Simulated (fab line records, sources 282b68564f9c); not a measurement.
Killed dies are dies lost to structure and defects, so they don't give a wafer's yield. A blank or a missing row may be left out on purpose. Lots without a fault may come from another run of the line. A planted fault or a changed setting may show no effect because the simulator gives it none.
fab line records | flow rit_cmos
record lots=14 wafers=42 last_day=7
route steps=202 shown M1@196
lots that met no fault: from a run of the same line without faults
start_h: hours from the record's first day to the start of the lot's first wafer shown | wait_h: hours since the lot's step before | " the same as in the row above | L1.1+2: a row that stands for several wafers | - no value, or no start given | * or withheld: withheld | < > ~ a bound
route shown NAME@n: a module of which the file shows steps, and the number in the route of the first | usual: mean/standard deviation of fault-free wafers | same: alike in all rows | chamber/n: place in a boat | sites: the reading at each site | _std_site: their standard deviation | _edge_site: outer sites' mean less inner sites' | radius_mm: how far each site lies from the wafer's centre | mask NAME#n: copy n | behind: the tool/chamber that last shaped the wafer | hold: why the lot was held/for how many hours/how that ended | device: the transistor (n, p or np) that didn't switch | end of line: the same wafers' tests at the end of the route | a step without rows: its recipe alone | killed: dies lost to structure and defects at the first sort, not the wafer's yield | map: a wafer's dies, x killed, . not, _ none there
set.NAME: the setting as run; set.NAME@STEP: as run at that earlier step | model.NAME: the simulator's own value behind a step, which no gauge read
steps of the route over a sample of lots; a table a step, a row a wafer
services: from which hour (start_h, from the record's first day; less than 0 if before it) a tool's chamber was out of use, for how many hours, and why
## steps
# step RIT_M1_METAL_ETCH_12
# recipe stop_on=SiO2 chemistry=Cl2/BCl3 target=Al time_s=165 over_etch_frac=0.5 pressure_mtorr=100 target_depth_a=6000 rf_w=250 Cl2_flow_sccm=60 bcl3_flow_sccm=50
# usual drypump_motor_current_A=5.9/0.47 oes_product_au=0.774/0.011 rf_fwd_power_W=249.0/0.77 throttle_valve_pct=8.24/0.14
# columns lot.wafer tool chamber start_h wait_h drypump_motor_current_A oes_product_au rf_fwd_power_W rf_hours_counter_h throttle_valve_pct
L634.3 rie_metal-04 1 59.41 0.2 5.4 0.784 249.6 - 8.04
L634.4 " 0 " " 6.2 0.767 249.8 - 8.16
L634.6 " 1 " " 5.3 0.770 249.5 - 8.05
L637.1 rie_metal-04 0 73.72 0.2 6.2 0.758 248.6 1 8.15
L637.3 " 1 " " 5.3 0.767 249.1 - 8.04
L637.6 " 0 " " 6.2 0.762 249.1 - 8.17
L638.1 rie_metal-01 0 87.21 0.2 5.9 0.779 248.1 37 8.42
L638.5 " 0 " " 5.9 0.783 248.5 - 8.41
L638.6 " 0 " " 5.9 0.771 249.0 - 8.41
L639.1 rie_metal-02 1 92.30 0.2 6.2 0.773 249.9 3 8.13
L639.2 " 0 " " 5.3 0.772 247.4 3 8.40
L639.4 " 1 " " 6.2 0.776 249.8 - 8.15
L640.2 rie_metal-04 0 92.96 0.2 6.3 0.765 250.1 1 8.15
L640.4 " 1 " " 5.3 0.755 248.9 - 8.05
L640.6 " 0 " " 6.3 0.758 249.7 - 8.17
L641.2 rie_metal-01 0 95.84 0.2 5.9 0.772 249.4 - 8.41
L641.3 " 0 " " 5.9 0.796 249.8 - 8.42
L641.4 " 0 " " 5.9 0.782 248.8 - 8.42
L644.1 rie_metal-04 1 112.75 0.2 5.4 0.766 248.7 1 8.04
L644.3 " 1 " " 5.4 0.776 248.5 - 8.05
L644.6 " 0 " " 6.3 0.761 249.8 - 8.17
L643.3 rie_metal-01 0 114.87 0.2 5.9 0.799 248.5 - 8.42
L643.4 " 1 " " 6.7 0.794 250.7 - 8.29
L643.6 " 1 " " 6.7 0.803 250.3 - 8.30
L645.2 rie_metal-02 0 116.35 0.2 5.3 0.774 248.0 3 8.39
L645.3 " 0 " " 5.3 0.768 248.0 - 8.38
L645.6 " 1 " " 6.2 0.771 248.2 - 8.15
L647.2 rie_metal-01 0 125.75 0.2 5.9 0.783 249.9 38 8.43
L647.5 " 0 " " 6.0 0.782 249.2 - 8.42
L647.6 " 1 " " 6.7 0.781 249.4 - 8.29
L649.1 rie_metal-04 1 134.39 0.2 5.4 0.762 249.1 1 8.05
L649.3 " 0 " " 6.3 0.763 350.9 - 8.16
L649.4 " 1 " " 5.4 0.763 249.5 - 8.04
L651.3 rie_metal-04 1 146.35 0.2 5.3 0.758 248.4 - 8.04
L651.4 " 0 " " 6.3 0.761 348.2 - 8.15
L651.5 " 0 " " 6.3 0.774 348.8 - 8.17
L655.1 rie_metal-02 0 172.03 0.2 5.4 0.772 247.8 4 8.39
L655.3 " 0 " " 5.3 0.773 247.8 - 8.40
L655.5 " 0 " " 5.3 0.773 248.1 - 8.39
L656.1 rie_metal-01 0 176.06 0.2 6.0 0.781 248.5 0 8.41
L656.2 " 1 " " 6.7 0.755 248.6 0 8.30
L656.4 " 1 " " 6.7 0.758 248.5 - 8.30
# step RIT_M1_CD_MEAS_90
# recipe target_cd_nm=2600
# usual cd_nm=2601/3.1
# columns lot.wafer tool chamber start_h wait_h cd_nm
L634.3 cd_sem-02 - 59.92 0.1 2603
L634.4 " - " " 2600
L634.6 " - " " 2602
L637.1 cd_sem-01 - 74.23 0.1 2598
L637.3 " - " " 2599
L637.6 " - " " 2599
L638.1 cd_sem-02 - 87.89 0.1 2600
L638.5 " - " " 2599
L638.6 " - " " 2600
L639.1 cd_sem-01 - 92.82 0.1 2601
L639.2 " - " " 2599
L639.4 " - " " 2599
L640.2 cd_sem-02 - 93.49 0.1 2603
L640.4 " - " " 2608
L640.6 " - " " 2607
L641.2 cd_sem-02 - 96.48 0.1 2602
L641.3 " - " " 2600
L641.4 " - " " 2600
L644.1 cd_sem-01 - 113.50 0.1 2602
L644.3 " - " " 2601
L644.6 " - " " 2601
L643.3 cd_sem-02 - 115.61 0.1 2601
L643.4 " - " " 2605
L643.6 " - " " 2603
L645.2 cd_sem-01 - 116.88 0.1 2595
L645.3 " - " " 2596
L645.6 " - " " 2599
L647.2 cd_sem-02 - 126.28 0.1 2597
L647.5 " - " " 2598
L647.6 " - " " 2599
L649.1 cd_sem-02 - 134.90 0.1 2599
L649.3 " - " " 2578
L649.4 " - " " 2599
L651.3 cd_sem-02 - 146.84 0.1 2607
L651.4 " - " " 2582
L651.5 " - " " 2586
L655.1 cd_sem-02 - 172.54 0.1 2602
L655.3 " - " " 2602
L655.5 " - " " 2602
L656.1 cd_sem-02 - 176.59 0.1 2595
L656.2 " - " " 2596
L656.4 " - " " 2594
# step RIT_M1_PROBE_99
# usual defect_limited_yield=97.5/1.2 killed_at_contacts=0.1/0.32 killed_at_front_end=6/3.1 killed_dies=7/3.2 killed_open=3.1/1.9 killed_short=3.5/2.2 sort_bin_3_pad_short=0.2/0.24 sort_bin_5_function=1.5/0.86 sort_bin_6_memory=0.9/0.59 sort_n_pass=257/3.2 sort_yield_pct=97.5/1.2
# same gross_dies=264 killed_at_M0_to_M3=0 killed_at_M4_up=0 killed_at_back_side=0 killed_at_other=0
# columns lot.wafer tool chamber start_h wait_h defect_limited_yield[%] killed_at_contacts killed_at_front_end killed_dies killed_open killed_short sort_bin_3_pad_short[%] sort_bin_5_function[%] sort_bin_6_memory[%] sort_n_pass sort_yield_pct[%]
L644.1 prober-01 - 115.24 0.1 97.0 0 8 8 5 3 0 2.7 0.4 256 97.0
L644.3 prober-01 - 115.34 0.2 97.0 0 8 8 4 4 0 2.3 0.8 256 97.0
L644.6 prober-01 - 115.49 0.2 98.9 0 3 3 2 1 0 1.1 0 261 98.9
L645.2 prober-01 - 118.86 0.1 98.5 0 4 4 1 3 0.4 0.4 0.8 260 98.5
L645.3 prober-01 - 118.91 0.2 97.7 0 6 6 4 2 0 1.5 0.8 258 97.7
L645.6 prober-01 - 119.06 0.2 95.1 0 13 13 5 8 0.4 3.0 1.5 251 95.1
L647.2 prober-01 - 128.05 0.1 97.0 0 8 8 6 2 0.4 1.5 1.1 256 97.0
L647.5 prober-01 - 128.20 0.2 97.3 0 7 7 1 6 0.4 0.8 1.5 257 97.3
L647.6 prober-01 - 128.25 0.2 98.9 0 3 3 3 0 0 0.8 0.4 261 98.9
L651.3 prober-01 - 148.64 0.2 95.8 0 11 11 5 6 0 2.3 1.9 253 95.8
L651.4 prober-01 - 148.69 0.2 98.1 0 5 5 1 4 0 1.5 0.4 259 98.1
L651.5 prober-01 - 148.74 0.2 96.6 0 9 9 2 7 0.4 1.9 1.1 255 96.6
# killed by level:class
L644.1 GATE:geometric_particle:short=3 FOX2:geometric_particle:open=2 GATE:geometric_particle:open=2 FOX1:geometric_particle:open=1
L644.3 FOX1:geometric_particle:open=2 GATE:geometric_particle:short=2 FOX1:geometric_particle:short=1 FOX2:geometric_particle:short=1 REOX:geometric_particle:open=1 SPACER:geometric_particle:open=1
L644.6 GATE:geometric_particle:open=1 REOX:geometric_particle:open=1 SPACER:geometric_particle:short=1
L645.2 FOX1:geometric_particle:short=1 GATE:geometric_particle:short=1 SILICIDE:geometric_particle:short=1 SILICIDE:geometric_particle:open=1
L645.3 SILICIDE:geometric_particle:open=2 FOX2:geometric_particle:short=1 GATE:geometric_particle:short=1 GATE:geometric_particle:open=1 SPACER:geometric_particle:open=1
L645.6 GATE:geometric_particle:open=3 FOX2:geometric_particle:short=2 GATE:geometric_particle:short=2 REOX:geometric_particle:short=2 REOX:geometric_particle:open=2 FOX1:geometric_particle:short=1 SILICIDE:geometric_particle:short=1
L647.2 GATE:geometric_particle:open=3 REOX:geometric_particle:short=2 FOX1:geometric_particle:open=1 FOX2:geometric_particle:open=1 REOX:geometric_particle:open=1
L647.5 FOX1:geometric_particle:short=2 SPACER:geometric_particle:short=2 GATE:geometric_particle:short=1 GATE:geometric_particle:open=1 REOX:geometric_particle:short=1
L647.6 GATE:geometric_particle:open=1 REOX:geometric_particle:open=1 SILICIDE:geometric_particle:open=1
L651.3 GATE:geometric_particle:open=3 GATE:geometric_particle:short=3 FOX1:geometric_particle:short=1 FOX2:geometric_particle:open=1 FOX2:geometric_particle:short=1 SPACER:geometric_particle:open=1 SILICIDE:geometric_particle:short=1
L651.4 GATE:geometric_particle:short=2 FOX1:geometric_particle:short=1 FOX2:geometric_particle:open=1 SILICIDE:geometric_particle:short=1
L651.5 GATE:geometric_particle:short=4 SILICIDE:geometric_particle:short=2 FOX2:geometric_particle:short=1 GATE:geometric_particle:open=1 SILICIDE:geometric_particle:open=1
## services
# columns tool chamber start_h hours kind
rie_metal-01 1 86.08 21.7 repair
rie_metal-02 1 86.76 3.3 repair
rie_metal-01 - 136.12 20.0 pm
rie_metal-01 0 136.12 20.0 vent_cycle
rie_metal-01 1 136.12 20.0 vent_cycle
rie_metal-01 0 156.12 - clean
rie_metal-01 1 156.12 - clean
## key
first_sign step=RIT_M1_METAL_ETCH_12 reading=rf_fwd_power_W direction=up sigmas=99+ usual=249.0 struck=349.3
effect step=RIT_M1_CD_MEAS_90 reading=cd_nm direction=down sigmas=6.1 usual=2601 struck=2582
met_at RIT_M1_METAL_ETCH_12
struck_lots L649,L651
struck_wafers L649.3,L651.4,L651.5
onset_between 112.75 134.39
fault kind=process_parameter_drift tool=rie_metal-04 chamber=0 onset_h=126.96 steps=RIT_M1_METAL_ETCH_12 channel=rf_w offset=100 shape=step end_h=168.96 stated=250
